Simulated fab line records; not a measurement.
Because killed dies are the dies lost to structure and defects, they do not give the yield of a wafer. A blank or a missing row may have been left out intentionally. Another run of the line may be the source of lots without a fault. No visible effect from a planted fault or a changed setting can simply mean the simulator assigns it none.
Problem report in the 8D (eight disciplines) form, filled by code -- flow rit-cmos -- the parts of the form that need people (team, actions taken, sign-off) are left out

== 1. THE PROBLEM ==
Wafers without a fault read 34.56 W, standard deviation 0.047; heater-power-total-W at RIT_NWELL_SOFTBAKE_02 reads a mean of 33.30 W on 6 wafers belonging to 2 lots. That puts it -27 standard deviations away from the usual mean.
The step: time 60 s.
The first sign was on wafer L911.1 at day 3 21:34, on litho-track-03. Wafers with a number at this step in the record: 18, from 6 lots. Rule for "out", or "out of limits": more than 4 standard deviations from the usual mean. The rest of the wafers with a number are treated as sound.

== 2. WHAT IT IS, WHAT IT ISN'T ==
question,is,is not
which readings at this step,"heater-power-total-W, plate-temp-C",chill-plate-temp-C
which lots,"L911, L912","L902, L907, L918, L919"
which wafers of those lots,all that have a number,-
read on which tools,litho-track-03,litho-track-02
when,from day 3 21:34,"up to then (6 sound wafers); but 6 sound wafers of L918, L919 came after"

== 3. THE SUSPECTS, EACH WITH WHAT RULES IT OUT ==
Counting: any tool at a process step up to the reading is kept as a suspect provided that every lot that is out went through it and no sound lot did after the first of them.
- litho-track-03 at RIT_NWELL_SOFTBAKE_02 (time 60 s): kept. Every lot that is out went through it, starting with L911 (day 3 21:34), and after that it ran no sound lot; the last sound lot it ran before then is L907 (day 3 01:43). On those wafers its own readings are out: heater-power-total-W, plate-temp-C.
Left after counting: litho-track-03 at RIT_NWELL_SOFTBAKE_02.

== 4. THE CAUSE (what the simulator had put in) ==
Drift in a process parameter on litho-track-03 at RIT_NWELL_SOFTBAKE_02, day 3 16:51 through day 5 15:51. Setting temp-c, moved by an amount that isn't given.
This tool alone remained once counting was done.

== 5. THE CHAIN OF EFFECTS, in route order ==
Rows list readings where the struck wafers' mean (over those with a number) sits beyond 3 standard deviations from the usual. Readings are gone through only where the record gives a usual standard deviation; hours: the median, over the lots, of the time from a lot's start at the first step in this table giving one to that lot's start at this step; sigmas: the change measured in usual standard deviations.
hours,step,reading,usual,on struck wafers,change,sigmas
0,RIT_NWELL_SOFTBAKE_02,heater-power-total-W,34.56 W,33.30,-1.26,-27
0,RIT_NWELL_SOFTBAKE_02,plate-temp-C,90.01 C,87.58,-2.43,-17
Here are the process steps it includes:
- RIT_NWELL_SOFTBAKE_02: time 60 s.
Later measuring or inspecting steps at which every struck wafer that the step has a row for has a number for every such reading, and none has moved that far: RIT_NWELL_OVL_MEAS_06.

== 6. WHAT WOULD HAVE CAUGHT IT SOONER ==
5 hours passed between the start of the fault at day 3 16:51 and the first reading out of limits in this record, taken at day 3 21:34.
